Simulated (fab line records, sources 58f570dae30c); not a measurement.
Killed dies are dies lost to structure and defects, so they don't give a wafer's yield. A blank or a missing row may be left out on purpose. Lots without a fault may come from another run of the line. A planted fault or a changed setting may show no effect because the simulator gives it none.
One fault seen from 2 desks | flow berkeley_cmos170 | each desk has only its own numbers; what lay behind them comes last

THE TOOL OWNER'S DESK: rie_diel-02
The tool's own readings at UCB170_V2_ETCH_14 (etches SiO2 in CHF3/CF4/Ar, stops on Al, target depth 1250 nm, time 291 s): means of the sampled wafers that have a number, for each lot that ran on this tool. A lot is out of limits, marked OUT, if its mean lies more than 4 standard deviations from the usual mean; the brackets give that distance.
Columns: A = drypump_motor_current_A at UCB170_V2_ETCH_14, usual 5.56 A; B = oes_product_au at UCB170_V2_ETCH_14, usual 0.880 a.u.; C = throttle_valve_pct at UCB170_V2_ETCH_14, usual 6.91 %
lot  | first seen here | A    | B     | C
L416 | day 8 20:58     | 5.84 | 0.878 | 6.89
L420 | day 9 08:55     | 5.81 | 0.877 | 6.93
L421 | day 10 05:13    | 5.82 | 0.887 | 6.92
L425 | day 10 15:41    | 5.73 | 0.893 | 6.89
L429 | day 11 22:37    | 5.72 | 0.884 | 6.92
L434 | day 12 19:58    | 5.82 | 0.880 | 6.94
This desk's finding: nothing out of limits on any of the 6 lots.

THE METROLOGY DESK
What the gauges read, lot by lot, whatever tool the lot ran on: means of the sampled wafers that have a number. A lot is out of limits, marked OUT, if its mean lies more than 4 standard deviations from the usual mean; the brackets give that distance.
Columns: A = cd_nm at UCB170_V2_CD_MEAS_90, usual 699.8 nm
lot  | first seen here | A
L416 | day 8 21:14     | 700.6
L420 | day 9 09:12     | 699.5
L418 | day 9 09:56     | 699.4
L421 | day 10 05:32    | 697.7
L422 | day 10 05:49    | 699.3
L423 | day 10 15:41    | 700.3
L424 | day 10 15:55    | 700.1
L425 | day 10 16:01    | 699.6
L429 | day 11 22:54    | 703.7
L428 | day 11 23:14    | 700.8
L437 | day 12 19:06    | 702.0
L434 | day 12 20:17    | 706.0 (+4.1) OUT
L436 | day 13 00:27    | 701.0
L438 | day 13 17:35    | 699.5
This desk's finding: out of limits on L434; first on L434, day 12 20:17 (cd_nm at UCB170_V2_CD_MEAS_90). In limits: L416, L420, L418, L421, L422, L423, L424, L425, L429, L428, L437, L436, L438.

PUT TOGETHER
The metrology desk could have raised an alarm at day 12 20:17, on L434.
The tool owner's desk saw nothing out of limits.
The tool owner's desk has L434 on record, within its limits.
Of the lots named, all ran UCB170_V2_ETCH_14 on rie_diel-02.

WHAT THE SIMULATOR HAD PUT IN
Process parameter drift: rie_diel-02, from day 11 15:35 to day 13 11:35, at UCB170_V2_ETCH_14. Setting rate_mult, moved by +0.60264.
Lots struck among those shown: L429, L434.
Hours from the fault's start to each desk's first reading out of limits: the metrology desk, 29.
